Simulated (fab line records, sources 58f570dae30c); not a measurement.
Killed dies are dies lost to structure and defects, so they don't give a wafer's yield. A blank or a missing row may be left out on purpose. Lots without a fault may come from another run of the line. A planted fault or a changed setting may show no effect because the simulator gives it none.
A struck lot beside a sound one | flow berkeley_cmos170 | 17 steps out of a route of 331
Sound: wafers L852.1, L852.3, L852.4. Struck: wafers L861.2, L861.3, L861.6. The cause comes at the end.
At each step with rows: each side's tool, then ch and its chambers, then its first start. Under that, the readings that differ: sound wafers | struck wafers | difference of the means | sigmas: that difference in standard deviations of wafers without a fault.
alike: readings whose means differ by less than 2 such deviations, and words and numbers that are the same on both sides. not compared: withheld readings, readings that some wafer has no value for, bounds like >300 that may hide the same value, and numbers for which the record gives no deviation and whose values overlap.
The two part at a step that has a row with sigmas, a row that says differs or no value, or rows on one side only. Numbers that don't overlap but have no deviation are shown without sigmas and don't part them. A reading that every wafer of one side lacks parts them only if that side has two wafers or more.

first, 2 steps without rows for these wafers: UCB170_PSD_PEB_04; UCB170_PSD_DEVELOP_05 (develop time 45 s).
UCB170_PSD_CD_MEAS_06: target cd 1200 nm.
  sound on cd_sem-02, day 7 09:25; struck on cd_sem-01, day 9 22:05
  reading    | sound                | struck               | difference | sigmas
  cd_nm (nm) | 1197.3 1198.0 1196.9 | 1200.6 1199.9 1201.6 | +3.3       | +2
UCB170_PSD_OVL_MEAS_07:
  sound on overlay-02, day 7 09:32; struck on overlay-02, day 9 22:11
  alike: PSD_OVL
then, 1 step without rows for these wafers: UCB170_PSD_IMPLANT_08.
UCB170_PSD_STRIP_09: strips in O2.
  sound on plasma_asher-03 ch 0,1, day 7 09:43; struck on plasma_asher-03 ch 0,1, day 9 22:22
  reading                      | sound             | struck            | difference | sigmas
  strip_time_to_endpoint_s (s) | 29.29 29.32 29.31 | 29.21 29.14 28.98 | -0.20      | -3
  alike: drypump_motor_current_A, oes_product_au
  not compared: rf_hours_counter_h
UCB170_PSD_TW_MEAS_10:
  sound on film_metro-01, day 7 09:49; struck on film_metro-03, day 9 22:29
  alike: PSD_TW
then, 5 steps without rows for these wafers: UCB170_PSD_CLEAN_11 (cleans in SPM, time 600 s); UCB170_NSD_HMDS_00 (prime time 60 s); UCB170_NSD_COAT_01 (resist thk 900 nm); UCB170_NSD_SOFTBAKE_02 (time 60 s); UCB170_NSD_EXPOSE_03 (exposes mask NSELECT MOD, target cd 1200 nm).
UCB170_NSD_PEB_04:
  sound on litho_track-01 ch 0, day 7 10:56; struck on litho_track-04 ch 0, day 9 23:53
  reading                  | sound                | struck               | difference | sigmas
  heater_power_total_W (W) | 56.83 56.78 56.88    | 53.81 53.83 53.81    | -3.01      | -67
  plate_temp_C (C)         | 130.06 129.92 129.94 | 124.87 124.98 124.99 | -5.03      | -34
then, 1 step without rows for these wafers: UCB170_NSD_DEVELOP_05 (develop time 45 s).
UCB170_NSD_CD_MEAS_06: target cd 1200 nm.
  sound on cd_sem-01, day 7 11:12; struck on cd_sem-01, day 10 00:10
  reading    | sound                | struck               | difference | sigmas
  cd_nm (nm) | 1199.2 1198.9 1198.8 | 1157.1 1157.0 1157.9 | -41.6      | -30
UCB170_NSD_OVL_MEAS_07:
  sound on overlay-02, day 7 11:19; struck on overlay-01, day 10 00:16
  alike: NSD_OVL
then, 1 step without rows for these wafers: UCB170_M3_PROBE_99.

WHERE THEY PART
First at UCB170_PSD_CD_MEAS_06; last, within this record, at UCB170_NSD_CD_MEAS_06. Later steps at which nothing parts them and some readings are alike: UCB170_NSD_OVL_MEAS_07.

WHY: what the simulator had put in
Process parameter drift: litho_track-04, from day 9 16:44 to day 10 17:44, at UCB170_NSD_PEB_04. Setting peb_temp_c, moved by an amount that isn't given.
